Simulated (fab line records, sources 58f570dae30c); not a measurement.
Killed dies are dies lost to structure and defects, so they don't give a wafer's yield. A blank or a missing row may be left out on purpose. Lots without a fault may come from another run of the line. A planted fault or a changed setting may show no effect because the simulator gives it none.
One fault seen from 2 desks | flow berkeley_cmos170 | each desk has only its own numbers; what lay behind them comes last

THE METROLOGY DESK
What the gauges read, lot by lot, whatever tool the lot ran on: means of the sampled wafers that have a number. A lot is out of limits, marked OUT, if its mean lies more than 4 standard deviations from the usual mean; the brackets give that distance.
Columns: A = cd_nm at UCB170_GATE_CD_MEAS_12, usual 349.9 nm
lot  | first seen here | A
L587 | day 6 06:01     | 352.1
L589 | day 7 00:25     | 350.4
L590 | day 7 00:32     | 349.8
L588 | day 7 00:44     | 349.1
L592 | day 7 12:38     | 352.7
L591 | day 7 12:54     | 350.8
L593 | day 7 18:41     | 356.0 (+4.1) OUT
L594 | day 8 04:29     | 354.4
L598 | day 8 16:42     | 349.8
L600 | day 9 07:17     | 347.9
L601 | day 9 17:01     | 350.0
L602 | day 9 17:07     | 351.4
L604 | day 9 21:51     | 352.5
L608 | day 10 22:07    | 349.4
This desk's finding: out of limits on L593; first on L593, day 7 18:41 (cd_nm at UCB170_GATE_CD_MEAS_12). In limits: L587, L589, L590, L588, L592, L591, L594, L598, L600, L601, L602, L604, L608.

THE TOOL OWNER'S DESK: litho_track-04
The tool's own readings at UCB170_GATE_SOFTBAKE_08 (time 60 s): means of the sampled wafers that have a number, for each lot that ran on this tool. A lot is out of limits, marked OUT, if its mean lies more than 4 standard deviations from the usual mean; the brackets give that distance.
Columns: A = heater_power_total_W at UCB170_GATE_SOFTBAKE_08, usual 56.80 W; B = plate_temp_C at UCB170_GATE_SOFTBAKE_08, usual 130.02 C
lot  | first seen here | A               | B
L587 | day 6 05:00     | 56.75           | 130.06
L590 | day 6 23:00     | 56.83           | 130.03
L591 | day 7 12:00     | 56.79           | 129.92
L593 | day 7 18:00     | 55.16 (-34) OUT | 127.19 (-24) OUT
L594 | day 8 03:00     | 55.20 (-33) OUT | 127.18 (-24) OUT
L608 | day 10 21:00    | 56.82           | 129.99
This desk's finding: out of limits on L593, L594; first on L593, day 7 18:00 (heater_power_total_W at UCB170_GATE_SOFTBAKE_08). In limits: L587, L590, L591, L608.

PUT TOGETHER
The tool owner's desk could have raised an alarm at day 7 18:00, on L593, L594.
The metrology desk could have raised an alarm at day 7 18:41, on L593.
The metrology desk has L594 on record, within its limits.
Of the lots named, all ran UCB170_GATE_SOFTBAKE_08 on litho_track-04.

WHAT THE SIMULATOR HAD PUT IN
Process parameter drift: litho_track-04, from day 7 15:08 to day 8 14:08, at UCB170_GATE_SOFTBAKE_08. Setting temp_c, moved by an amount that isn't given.
Lots struck among those shown: L593, L594.
Hours from the fault's start to each desk's first reading out of limits: the tool owner's desk, 3; the metrology desk, 4.
